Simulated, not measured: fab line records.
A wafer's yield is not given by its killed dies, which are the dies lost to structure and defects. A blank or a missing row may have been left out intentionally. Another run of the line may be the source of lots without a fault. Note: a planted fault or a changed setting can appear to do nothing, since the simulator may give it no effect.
Which tool did it? + flow berkeley cmos170 + 7 lots (21 wafers sampled), 1 step of a 331-step route

## WHAT THE GAUGES SHOWED, per wafer
UCB170_SDANNEAL_RS_MEAS_03: the measuring method here is four-point-probe.
| lot  | measured     | on            | NSD_RS (ohm/sq)   |
|------|--------------|---------------|-------------------|
| L635 | day 7 17:34  | film metro-04 | 37.27 37.25 37.23 |
| L634 | day 7 19:26  | film metro-02 | 37.41 37.36 37.37 |
| L638 | day 8 14:11  | film metro-03 | 37.26 37.26 37.27 |
| L644 | day 10 05:10 | film metro-02 | 37.32 37.43 37.31 |
| L646 | day 10 05:40 | film metro-02 | 37.34 37.34 37.20 |
| L652 | day 11 17:19 | film metro-04 | 37.25 37.19 37.31 |
| L655 | day 12 00:28 | film metro-04 | 37.24 37.16 37.29 |

## EACH LOT AND THE TOOL THAT RAN IT (in order: tool; ch and the chambers of the sampled wafers; start)
Before these readings, the record contains no process step.

## THE ANSWER, worked out from the rows above alone
Rule: the lots themselves supply what counts as usual. Put in order of their means at a reading, lots are off if they are a third of the lots or fewer, leave a main group of 4 or more, and stand apart from it by a gap of 3 or more times the standard deviation of the main group's means; of several such gaps the widest counts. Not used: any main group whose means are identical at the precision the tables above print for the reading. Also off: a lot with no number at a reading for which 4 or more lots have one. Where the step has rows for the other lots, those lots are counted as sound.
Across all readings shown, no lot is off: no conclusion can be drawn from this.

## WHAT THE SIMULATOR HAD INSERTED
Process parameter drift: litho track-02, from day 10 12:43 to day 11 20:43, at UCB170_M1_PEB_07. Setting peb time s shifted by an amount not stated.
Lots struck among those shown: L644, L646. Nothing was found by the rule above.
